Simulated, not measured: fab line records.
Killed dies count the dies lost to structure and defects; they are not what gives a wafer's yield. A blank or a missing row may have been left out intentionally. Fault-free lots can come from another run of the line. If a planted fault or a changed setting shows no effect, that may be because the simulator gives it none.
Which tool did it?    flow berkeley_cmos170    13 lots, 39 wafers sampled, at 5 steps of a route of 331

## WHAT THE GAUGES READ, wafer by wafer
UCB170_NWELL_THK_MEAS_05.
lot   measured     on             NWELL_NITRIDE_THK (nm)
L757  day 2 00:18  film_metro-01  224.3 224.4 224.8
L759  day 2 15:36  film_metro-01  224.0 225.0 226.7
L760  day 2 21:20  film_metro-02  226.2 224.9 224.8
L761  day 2 23:18  film_metro-03  221.9 221.2 221.8
L762  day 3 04:19  film_metro-02  222.3 221.5 221.9
L763  day 3 11:08  film_metro-02  222.0 223.3 224.7
L764  day 3 14:55  film_metro-01  220.9 220.2 220.3
L766  day 4 03:08  film_metro-02  225.5 225.6 225.7
L769  day 4 17:10  film_metro-02  221.7 222.8 224.5
L775  day 6 00:49  film_metro-03  226.8 222.9 224.8
L774  day 6 00:50  film_metro-01  226.5 225.4 227.2
L777  day 6 08:40  film_metro-02  221.9 222.4 222.4
L780  day 7 02:05  film_metro-03  220.5 223.4 221.9

UCB170_PFIELD_OVL_MEAS_06.
lot   measured     on          PFIELD_OVL (nm)
L757  day 4 03:10  overlay-02  3 3 0
L759  day 4 17:57  overlay-02  -4 -9 -10
L760  day 5 01:46  overlay-01  3 5 5
L761  day 5 02:09  overlay-01  7 5 5
L762  day 5 08:59  overlay-02  -7 -2 -8
L763  day 5 21:47  overlay-01  6 2 2
L764  day 6 01:34  overlay-01  -2 -1 -2
L766  day 6 10:53  overlay-02  2 3 13
L769  day 6 21:51  overlay-02  -5 -1 -4
L775  day 8 03:28  overlay-01  -1 -13 -3
L774  day 8 03:43  overlay-01  5 8 6
L777  day 8 17:20  overlay-01  -4 -9 -5
L780  day 8 21:42  overlay-02  -10 -10 0

UCB170_GATE_OVL_MEAS_13.
lot   measured      on          GATE_OVL (nm)
L757  day 6 10:04   overlay-02  9 14 12
L759  day 6 20:38   overlay-01  3 1 1
L760  day 7 07:23   overlay-02  -5 2 -6
L761  day 7 07:07   overlay-01  7 5 1
L762  day 7 13:52   overlay-02  2 4 3
L763  day 8 01:13   overlay-02  4 -1 -1
L764  day 8 00:59   overlay-01  -5 -2 -4
L766  day 8 05:19   overlay-01  1 2 2
L769  day 8 19:55   overlay-01  2 0 4
L775  day 9 17:48   overlay-02  -4 -5 -3
L774  day 9 18:32   overlay-02  3 -3 1
L777  day 10 13:55  overlay-01  8 7 4
L780  day 10 13:38  overlay-01  8 4 4

## EACH LOT AND THE TOOL THAT RAN IT (in order: tool; ch and the chambers of the sampled wafers; start)
lot   UCB170_ACTIVE_ETCH_15              UCB170_ACTIVE_STRIP_16
L757  rie_diel-03 ch 0,1,3, day 4 01:43  plasma_asher-02 ch 0,1, day 4 01:49
L759  rie_diel-03 ch 0,1, day 4 16:18    plasma_asher-04 ch 0,1, day 4 16:24
L760  rie_diel-03 ch 0,1,2, day 4 23:46  plasma_asher-04 ch 0, day 4 23:52
L761  rie_diel-04 ch 0,1, day 5 00:07    plasma_asher-03 ch 0,1, day 5 00:15
L762  rie_diel-01 ch 0,2,3, day 5 06:26  plasma_asher-03 ch 0,1, day 5 06:32
L763  rie_diel-01 ch 0,1,3, day 5 19:26  plasma_asher-04 ch 0,1, day 5 19:32
L764  rie_diel-01 ch 0,3, day 6 00:07    plasma_asher-03 ch 0,1, day 6 00:13
L766  rie_diel-03 ch 1,2,3, day 6 08:59  plasma_asher-02 ch 0,1, day 6 09:05
L769  rie_diel-03 ch 1,2,3, day 6 20:16  plasma_asher-03 ch 0,1, day 6 20:22
L775  rie_diel-04 ch 0,1,3, day 8 00:50  plasma_asher-04 ch 1, day 8 00:56
L774  rie_diel-03 ch 0,2, day 8 00:34    plasma_asher-03 ch 0,1, day 8 00:40
L777  rie_diel-04 ch 0,1,3, day 8 15:04  plasma_asher-04 ch 0,1, day 8 15:10
L780  rie_diel-01 ch 0,1,3, day 8 19:36  plasma_asher-02 ch 0,1, day 8 19:42
- UCB170_ACTIVE_ETCH_15: etches Si3N4 in CH3F/Ar/O2, stops on SiO2, target depth 242 nm, time 151 s.
- UCB170_ACTIVE_STRIP_16: strips in O2.

## WHAT THE TOOLS THEMSELVES READ (means of the sampled wafers that have a number; where no wafer has one, the mark that the record gives instead)
UCB170_ACTIVE_ETCH_15.
lot   tool         drypump_motor_current_A (A)  oes_product_au (a.u.)  throttle_valve_pct (%)
L757  rie_diel-03  6.0                          0.942                  7.92
L759  rie_diel-03  6.0                          0.938                  7.88
L760  rie_diel-03  5.9                          0.953                  7.95
L761  rie_diel-04  5.7                          0.938                  8.08
L762  rie_diel-01  5.7                          0.939                  8.13
L763  rie_diel-01  5.6                          0.947                  8.19
L764  rie_diel-01  5.5                          0.954                  8.26
L766  rie_diel-03  6.1                          0.942                  7.97
L769  rie_diel-03  6.1                          0.945                  7.96
L775  rie_diel-04  5.9                          0.934                  7.96
L774  rie_diel-03  5.9                          0.922                  8.01
L777  rie_diel-04  5.9                          0.939                  7.96
L780  rie_diel-01  5.6                          0.951                  8.19

UCB170_ACTIVE_STRIP_16.
lot   tool             drypump_motor_current_A (A)  oes_product_au (a.u.)  strip_time_to_endpoint_s (s)
L757  plasma_asher-02  6.0                          0.719                  17.98
L759  plasma_asher-04  5.3                          0.716                  17.89
L760  plasma_asher-04  5.3                          0.719                  17.94
L761  plasma_asher-03  6.1                          0.721                  18.05
L762  plasma_asher-03  6.2                          0.720                  17.95
L763  plasma_asher-04  5.3                          0.724                  17.87
L764  plasma_asher-03  6.1                          0.723                  18.04
L766  plasma_asher-02  5.9                          0.720                  17.97
L769  plasma_asher-03  6.1                          0.719                  18.00
L775  plasma_asher-04  5.4                          0.719                  18.04
L774  plasma_asher-03  6.1                          0.726                  17.77
L777  plasma_asher-04  5.3                          0.721                  17.87
L780  plasma_asher-02  6.0                          0.719                  17.98

## THE ANSWER, worked out from the rows above alone
Rule: the usual values come from the lots themselves. Put in order of their means at a reading, lots are off if they are a third of the lots or fewer, leave a main group of 4 or more, and stand apart from it by a gap of 3 or more times the standard deviation of the main group's means; of several such gaps the widest counts. Not used: any main group whose means are identical at the precision the tables above print for the reading. A lot without any number at a reading at which 4 lots or more have one is off too. The other lots that the step has rows for count as sound. Order of review: gauges by route order, followed by the tools' own readings, for which a lot's mean as printed above is used. The first step at which some lot is off is used, and at that step the reading that is off furthest; a lot without a number counts as furthest.
None of the lots is off at any reading shown; this tells nothing.

## WHAT THE SIMULATOR HAD INSERTED
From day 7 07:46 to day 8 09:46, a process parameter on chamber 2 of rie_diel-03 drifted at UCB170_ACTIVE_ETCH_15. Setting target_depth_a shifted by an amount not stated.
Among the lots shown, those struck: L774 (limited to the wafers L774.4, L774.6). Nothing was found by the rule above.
